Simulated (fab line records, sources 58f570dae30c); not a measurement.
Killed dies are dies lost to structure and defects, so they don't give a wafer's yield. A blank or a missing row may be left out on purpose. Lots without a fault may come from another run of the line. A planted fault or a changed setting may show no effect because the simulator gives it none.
Which tool did it? | flow berkeley_cmos170 | 7 lots, 21 wafers sampled, at 4 steps of a route of 331

WHAT THE GAUGES READ, wafer by wafer
UCB170_M3_CD_MEAS_90: target cd 700 nm.
lot  | measured     | on        | cd_nm (nm)
L564 | day 8 23:29  | cd_sem-01 | 704 696 696
L566 | day 9 05:58  | cd_sem-02 | 698 701 703
L567 | day 9 11:53  | cd_sem-02 | 703 696 701
L572 | day 10 11:55 | cd_sem-02 | - - -
L574 | day 11 10:35 | cd_sem-01 | 699 699 698
L579 | day 11 11:11 | cd_sem-02 | 703 704 703
L583 | day 12 15:33 | cd_sem-01 | 702 701 703

WHICH TOOL RAN EACH LOT (tool, then ch and the chambers of the sampled wafers, then the start)
lot  | UCB170_PWELL_STRIP_16               | UCB170_M3_METAL_ETCH_18           | UCB170_M3_STRIP_19
L564 | plasma_asher-01 ch 0,1, day 3 17:35 | rie_metal-04 ch 0,1, day 8 23:14  | plasma_asher-01 ch 0,1, day 8 23:23
L566 | plasma_asher-04 ch 0,1, day 4 00:34 | rie_metal-03 ch 0,1, day 9 05:40  | plasma_asher-01 ch 0,1, day 9 05:52
L567 | plasma_asher-01 ch 0,1, day 4 18:56 | rie_metal-02 ch 0,1, day 9 11:32  | plasma_asher-04 ch 0,1, day 9 11:47
L572 | plasma_asher-02 ch 0,1, day 5 03:40 | rie_metal-04 ch 1, day 10 11:37   | plasma_asher-02 ch 0,1, day 10 11:48
L574 | plasma_asher-04 ch 0,1, day 5 20:21 | rie_metal-02 ch 0, day 11 10:17   | plasma_asher-04 ch 0, day 11 10:28
L579 | plasma_asher-04 ch 0,1, day 6 11:04 | rie_metal-03 ch 0,1, day 11 10:55 | plasma_asher-04 ch 0,1, day 11 11:05
L583 | plasma_asher-02 ch 0, day 7 08:26   | rie_metal-03 ch 1, day 12 15:07   | plasma_asher-04 ch 0,1, day 12 15:26
- UCB170_PWELL_STRIP_16: strips in O2.
- UCB170_M3_METAL_ETCH_18: etches Al in Cl2/BCl3, stops on SiO2, target depth 1170 nm, time 195 s.
- UCB170_M3_STRIP_19: strips in O2.

THE ANSWER, worked out from the rows above alone
Rule: what is usual is taken from the lots themselves. Put in order of their means at a reading, lots are off if they are a third of the lots or fewer, leave a main group of 4 or more, and stand apart from it by a gap of 3 or more times the standard deviation of the main group's means; of several such gaps the widest counts. A main group whose means are all the same, to the digits that the tables above print for the reading, isn't used. A lot without any number at a reading at which 4 lots or more have one is off too. The other lots that the step has rows for count as sound.
Off: L572, at UCB170_M3_CD_MEAS_90 (cd_nm). Without a number there: L572. The main group: mean 701 nm, standard deviation 1.7.
A tool fits if, at a process step before that reading, it ran every lot that is off, and no sound lot after the first of them. The gauges at UCB170_M3_CD_MEAS_90 are tried like those tools. Can't be told from this: 2 tools fit, rie_metal-04 at UCB170_M3_METAL_ETCH_18, plasma_asher-02 at UCB170_M3_STRIP_19.

WHAT THE SIMULATOR HAD PUT IN
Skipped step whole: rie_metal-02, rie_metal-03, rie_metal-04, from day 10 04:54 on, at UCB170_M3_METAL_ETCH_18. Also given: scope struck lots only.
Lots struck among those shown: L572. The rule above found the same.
